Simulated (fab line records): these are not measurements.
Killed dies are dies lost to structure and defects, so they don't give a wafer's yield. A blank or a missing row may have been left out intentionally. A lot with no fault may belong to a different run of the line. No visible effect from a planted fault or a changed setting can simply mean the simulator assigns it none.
The tool behind it: which one? ; flow berkeley_cmos170 ; 6 lots, 18 wafers sampled, at 1 step of a route of 331

WHAT THE GAUGES SHOWED, per wafer
UCB170_SDANNEAL_RS_MEAS_05: uses a four-point probe to measure.
lot;measured;on;NLDD_RS (ohm/sq)
L802;day 7 11:41;film_metro-02;617.7 616.7 616.5
L803;day 7 12:04;film_metro-01;615.9 618.0 618.4
L807;day 7 16:30;film_metro-04;615.3 615.2 617.0
L811;day 8 17:32;film_metro-02;613.7 614.3 614.3
L816;day 10 06:58;film_metro-04;618.0 616.4 615.9
L821;day 11 08:46;film_metro-04;616.8 618.5 617.8

WHAT TOOL EACH LOT RAN ON (gives the tool, then ch and the chambers of the sampled wafers, and finally the start)
The record shows no process step preceding these readings.

THE ANSWER, worked out from the rows above alone
Rule: the lots themselves supply what counts as usual. Put in order of their means at a reading, lots are off if they are a third of the lots or fewer, leave a main group of 4 or more, and stand apart from it by a gap of 3 or more times the standard deviation of the main group's means; of several such gaps the widest counts. A main group is skipped when, at the precision printed for the reading in the tables above, its means are all equal. A lot without any number at a reading at which 4 lots or more have one is off too. All remaining lots with rows at the step are treated as sound.
No lot is off at any reading shown: from this, nothing can be told.

WHAT HAD BEEN PUT IN BY THE SIMULATOR
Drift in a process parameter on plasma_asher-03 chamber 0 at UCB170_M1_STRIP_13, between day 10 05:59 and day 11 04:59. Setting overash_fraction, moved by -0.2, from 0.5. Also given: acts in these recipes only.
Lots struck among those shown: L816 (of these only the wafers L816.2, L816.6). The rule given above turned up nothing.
